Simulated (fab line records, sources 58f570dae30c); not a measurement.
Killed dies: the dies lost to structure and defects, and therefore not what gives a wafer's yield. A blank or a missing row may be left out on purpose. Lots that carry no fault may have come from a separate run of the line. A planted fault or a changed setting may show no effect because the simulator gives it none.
Which of the tools did it? || flow berkeleyCmos170 || 14 lots with 42 wafers sampled at 4 steps, on a route of 331 steps

WHAT THE GAUGES READ, wafer by wafer
UCB170_NVT_OVL_MEAS_06.
{"lot": "L581", "measured": "day 6 13:22", "on": "overlay-02", "NVT_OVL (nm)": "0 0 0"}
{"lot": "L580", "measured": "day 6 14:11", "on": "overlay-02", "NVT_OVL (nm)": "4 3 -2"}
{"lot": "L584", "measured": "day 7 06:33", "on": "overlay-01", "NVT_OVL (nm)": "-10 2 -5"}
{"lot": "L583", "measured": "day 7 06:47", "on": "overlay-01", "NVT_OVL (nm)": "-2 1 -2"}
{"lot": "L586", "measured": "day 7 19:31", "on": "overlay-02", "NVT_OVL (nm)": "-4 -4 -6"}
{"lot": "L588", "measured": "day 7 19:43", "on": "overlay-01", "NVT_OVL (nm)": "-7 -4 -4"}
{"lot": "L585", "measured": "day 7 19:52", "on": "overlay-02", "NVT_OVL (nm)": "11 9 8"}
{"lot": "L591", "measured": "day 9 03:29", "on": "overlay-01", "NVT_OVL (nm)": "-6 -6 -7"}
{"lot": "L594", "measured": "day 9 03:37", "on": "overlay-02", "NVT_OVL (nm)": "4 1 4"}
{"lot": "L592", "measured": "day 9 03:38", "on": "overlay-01", "NVT_OVL (nm)": "-2 7 5"}
{"lot": "L599", "measured": "day 10 10:13", "on": "overlay-01", "NVT_OVL (nm)": "-1 -3 -1"}
{"lot": "L598", "measured": "day 10 10:29", "on": "overlay-01", "NVT_OVL (nm)": "6 1 -3"}
{"lot": "L600", "measured": "day 10 20:52", "on": "overlay-01", "NVT_OVL (nm)": "-2 -4 -11"}
{"lot": "L602", "measured": "day 11 02:30", "on": "overlay-02", "NVT_OVL (nm)": "2 2 2"}

UCB170_GATE_CD_MEAS_90 targets a cd of 350 nm.
{"lot": "L581", "measured": "day 7 07:46", "on": "cdSem-01", "cdNm (nm)": "350.0 353.2 352.1"}
{"lot": "L580", "measured": "day 7 08:49", "on": "cdSem-02", "cdNm (nm)": "352.0 350.7 351.6"}
{"lot": "L584", "measured": "day 7 21:49", "on": "cdSem-02", "cdNm (nm)": "351.3 351.5 350.3"}
{"lot": "L583", "measured": "day 7 22:02", "on": "cdSem-01", "cdNm (nm)": "346.7 348.5 348.2"}
{"lot": "L586", "measured": "day 8 13:27", "on": "cdSem-01", "cdNm (nm)": "349.7 348.1 348.7"}
{"lot": "L588", "measured": "day 8 13:44", "on": "cdSem-01", "cdNm (nm)": "349.7 349.5 350.6"}
{"lot": "L585", "measured": "day 8 13:10", "on": "cdSem-02", "cdNm (nm)": "348.8 349.5 349.6"}
{"lot": "L591", "measured": "day 9 22:15", "on": "cdSem-01", "cdNm (nm)": "349.8 348.7 349.3"}
{"lot": "L594", "measured": "day 9 22:21", "on": "cdSem-02", "cdNm (nm)": "350.8 351.4 350.3"}
{"lot": "L592", "measured": "day 9 22:45", "on": "cdSem-01", "cdNm (nm)": "351.1 350.7 350.6"}
{"lot": "L599", "measured": "day 11 01:53", "on": "cdSem-01", "cdNm (nm)": "348.1 349.3 349.2"}
{"lot": "L598", "measured": "day 11 01:14", "on": "cdSem-01", "cdNm (nm)": "349.8 349.1 348.1"}
{"lot": "L600", "measured": "day 11 14:54", "on": "cdSem-02", "cdNm (nm)": "350.1 350.8 348.9"}
{"lot": "L602", "measured": "day 11 20:19", "on": "cdSem-02", "cdNm (nm)": "349.8 348.7 349.6"}

UCB170_NLDD_CD_MEAS_06 targets a cd of 1200 nm.
{"lot": "L581", "measured": "day 7 12:23", "on": "cdSem-01", "cdNm (nm)": "1199.7 1201.0 1200.3"}
{"lot": "L580", "measured": "day 7 13:55", "on": "cdSem-02", "cdNm (nm)": "1201.4 1202.0 1200.4"}
{"lot": "L584", "measured": "day 8 00:43", "on": "cdSem-02", "cdNm (nm)": "1200.0 1197.6 1200.0"}
{"lot": "L583", "measured": "day 8 01:26", "on": "cdSem-02", "cdNm (nm)": "1199.5 1199.6 1200.5"}
{"lot": "L586", "measured": "day 8 17:56", "on": "cdSem-01", "cdNm (nm)": "1201.9 1202.8 1202.1"}
{"lot": "L588", "measured": "day 8 18:22", "on": "cdSem-01", "cdNm (nm)": "1199.2 1199.2 1199.0"}
{"lot": "L585", "measured": "day 8 16:56", "on": "cdSem-02", "cdNm (nm)": "1199.5 1198.9 1199.9"}
{"lot": "L591", "measured": "day 10 02:17", "on": "cdSem-01", "cdNm (nm)": "1200.0 1199.8 1200.5"}
{"lot": "L594", "measured": "day 10 02:49", "on": "cdSem-01", "cdNm (nm)": "1202.7 1202.0 1201.8"}
{"lot": "L592", "measured": "day 10 02:35", "on": "cdSem-01", "cdNm (nm)": "1200.9 1201.5 1202.2"}
{"lot": "L599", "measured": "day 11 06:10", "on": "cdSem-02", "cdNm (nm)": "1197.2 1197.4 1197.4"}
{"lot": "L598", "measured": "day 11 04:20", "on": "cdSem-02", "cdNm (nm)": "1202.1 1203.9 1199.9"}
{"lot": "L600", "measured": "day 11 18:04", "on": "cdSem-02", "cdNm (nm)": "1201.8 1202.0 1202.2"}
{"lot": "L602", "measured": "day 12 00:07", "on": "cdSem-01", "cdNm (nm)": "1197.9 1198.5 1198.1"}

WHAT TOOL EACH LOT RAN ON (gives the tool, then ch and the chambers of the sampled wafers, and finally the start)
{"lot": "L581", "UCB170_PLDD_DEVELOP_05": "lithoTrack-01 ch 0, day 7 09:00"}
{"lot": "L580", "UCB170_PLDD_DEVELOP_05": "lithoTrack-02 ch 0, day 7 10:00"}
{"lot": "L584", "UCB170_PLDD_DEVELOP_05": "lithoTrack-02 ch 0, day 7 22:00"}
{"lot": "L583", "UCB170_PLDD_DEVELOP_05": "lithoTrack-01 ch 0, day 7 23:00"}
{"lot": "L586", "UCB170_PLDD_DEVELOP_05": "lithoTrack-03 ch 0, day 8 15:00"}
{"lot": "L588", "UCB170_PLDD_DEVELOP_05": "lithoTrack-01 ch 0, day 8 15:00"}
{"lot": "L585", "UCB170_PLDD_DEVELOP_05": "lithoTrack-02 ch 0, day 8 14:00"}
{"lot": "L591", "UCB170_PLDD_DEVELOP_05": "lithoTrack-02 ch 0, day 9 23:00"}
{"lot": "L594", "UCB170_PLDD_DEVELOP_05": "lithoTrack-01 ch 0, day 9 23:00"}
{"lot": "L592", "UCB170_PLDD_DEVELOP_05": "lithoTrack-02 ch 0, day 10 00:00"}
{"lot": "L599", "UCB170_PLDD_DEVELOP_05": "lithoTrack-03 ch 0, day 11 03:00"}
{"lot": "L598", "UCB170_PLDD_DEVELOP_05": "lithoTrack-03 ch 0, day 11 02:00"}
{"lot": "L600", "UCB170_PLDD_DEVELOP_05": "lithoTrack-01 ch 0, day 11 16:00"}
{"lot": "L602", "UCB170_PLDD_DEVELOP_05": "lithoTrack-03 ch 0, day 11 22:00"}
- UCB170_PLDD_DEVELOP_05: develop time 45 s.

AS READ BY THE TOOLS THEMSELVES (means over the sampled wafers that have a number; for cases with no such wafer, the mark the record gives instead)
UCB170_PLDD_DEVELOP_05.
{"lot": "L581", "tool": "lithoTrack-01", "developerTempC (C)": 20.92}
{"lot": "L580", "tool": "lithoTrack-02", "developerTempC (C)": 21.01}
{"lot": "L584", "tool": "lithoTrack-02", "developerTempC (C)": 20.98}
{"lot": "L583", "tool": "lithoTrack-01", "developerTempC (C)": 21.08}
{"lot": "L586", "tool": "lithoTrack-03", "developerTempC (C)": 20.96}
{"lot": "L588", "tool": "lithoTrack-01", "developerTempC (C)": 21.15}
{"lot": "L585", "tool": "lithoTrack-02", "developerTempC (C)": 21.08}
{"lot": "L591", "tool": "lithoTrack-02", "developerTempC (C)": 20.18}
{"lot": "L594", "tool": "lithoTrack-01", "developerTempC (C)": 21.13}
{"lot": "L592", "tool": "lithoTrack-02", "developerTempC (C)": 20.18}
{"lot": "L599", "tool": "lithoTrack-03", "developerTempC (C)": 20.99}
{"lot": "L598", "tool": "lithoTrack-03", "developerTempC (C)": 20.91}
{"lot": "L600", "tool": "lithoTrack-01", "developerTempC (C)": 21.06}
{"lot": "L602", "tool": "lithoTrack-03", "developerTempC (C)": 21.13}

THE ANSWER, worked out from the rows above alone
Rule: what is usual is taken from the lots themselves. Put in order of their means at a reading, lots are off if they are a third of the lots or fewer, leave a main group of 4 or more, and stand apart from it by a gap of 3 or more times the standard deviation of the main group's means; of several such gaps the widest counts. A main group is skipped when, at the precision printed for the reading in the tables above, its means are all equal. Also off: a lot with no number at a reading for which 4 or more lots have one. Any other lot the step has rows for is counted as sound. Order of review: gauges by route order, followed by the tools' own readings, for which a lot's mean as printed above is used. The first step at which some lot is off is used, and at that step the reading that is off furthest; a lot without a number counts as furthest.
Off: L591, L592, at UCB170_PLDD_DEVELOP_05 (developerTempC). For the main group the mean is 21.03 C and the standard deviation 0.08.
A tool fits if, at that step or a process step before it, it ran every lot that is off, and no sound lot after the first of them. One candidate fits, namely lithoTrack-02 at UCB170_PLDD_DEVELOP_05. A fault onset in the window from L585 (day 8 14:00, its last sound lot) to L591 (day 9 23:00, its first lot off) fits.
On the lots that are off, the tool's own readings at UCB170_PLDD_DEVELOP_05 differ by more than 5 times the standard deviation of the sound lots' means, which bears it out; developerTempC reads 20.18 C there versus 21.03 C on the sound lots.

WHAT THE SIMULATOR PUT IN
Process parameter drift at UCB170_PLDD_DEVELOP_05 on lithoTrack-02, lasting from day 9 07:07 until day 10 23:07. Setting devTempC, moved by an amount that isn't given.
Shown lots that were struck: L591, L592. The rule above found the same.
